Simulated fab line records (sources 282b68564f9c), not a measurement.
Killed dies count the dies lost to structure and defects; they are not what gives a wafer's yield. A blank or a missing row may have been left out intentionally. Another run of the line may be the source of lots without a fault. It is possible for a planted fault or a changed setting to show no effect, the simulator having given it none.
One fault seen from 2 desks    flow rit cmos    only its own numbers are on each desk; what lay behind them is given at the end

## FROM THE METROLOGY DESK
What the gauges read, lot by lot, whatever tool the lot ran on: means of the sampled wafers that have a number. The brackets show how far a lot's mean lies from the usual mean; more than 4 standard deviations puts the lot out of limits, marked OUT.
Columns: A = ACTIVE_OXIDE_THK at RIT_ACTIVE_THK_MEAS_02, usual 46.8 nm; B = cd nm at RIT_GATE_CD_MEAS_16, usual 149.3 nm; C = NSD_OVL at RIT_NSD_OVL_MEAS_06, usual 0.1 nm
lot   first seen here  A     B      C
L887  day 1 17:04      46.9  152.8  -0.4
L889  day 2 03:03      46.2  146.2  2.0
L890  day 2 08:04      47.5  151.3  -0.2
L891  day 2 13:03      46.4  155.0  -1.0
L892  day 2 18:04      46.1  148.7  0.8
L893  day 2 23:37      47.1  150.0  -1.3
L894  day 3 04:04      46.4  148.5  1.2
L895  day 3 09:18      46.4  147.5  1.3
L899  day 4 05:03      48.6  153.7  -0.9
L901  day 4 15:03      46.4  148.1  0.1
L903  day 5 01:05      47.2  150.8  0.1
L905  day 5 11:05      47.6  149.8  0.7
L906  day 5 16:04      47.2  149.6  -0.1
L908  day 6 02:05      46.4  147.0  0.1
Result from this desk: across the 14 lots, nothing is out of limits.

## THE TOOL OWNER'S DESK: litho track-04
The tool's own readings at RIT_NRETRO_DEVELOP_05 (develop time 68 s): means of the sampled wafers that have a number, for each lot that ran on this tool. The brackets show how far a lot's mean lies from the usual mean; more than 4 standard deviations puts the lot out of limits, marked OUT.
Columns: A = developer temp C at RIT_NRETRO_DEVELOP_05, usual 22.99 C; B = resist line temp C at RIT_NRETRO_DEVELOP_05, usual 23.00 C
lot   first seen here  A                 B
L889  day 2 20:00      22.96             23.02
L890  day 3 02:00      23.03             22.89
L891  day 3 06:00      22.90             23.01
L895  day 4 03:00      22.96             22.92
L899  day 4 21:00      23.88 (+9.1) OUT  22.99
L901  day 5 08:00      23.85 (+8.8) OUT  22.97
This desk's finding: out of limits on L899, L901; first on L899, day 4 21:00 (developer temp C at RIT_NRETRO_DEVELOP_05). L889, L890, L891, L895: within limits.

## TAKEN TOGETHER
On L899, L901, at day 4 21:00, an alarm was possible from the tool owner's desk.
The metrology desk saw nothing out of limits.
The metrology desk has L899, L901 on record, within its limits.
RIT_NRETRO_DEVELOP_05 was run on litho track-04 by each of the lots named.

## WHAT THE SIMULATOR HAD INSERTED
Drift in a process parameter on litho track-04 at RIT_NRETRO_DEVELOP_05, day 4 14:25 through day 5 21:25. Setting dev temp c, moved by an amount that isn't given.
Lots struck among those shown: L899, L901.
Time in hours from fault onset to the first out-of-limits reading at each desk: the tool owner's desk, 7.
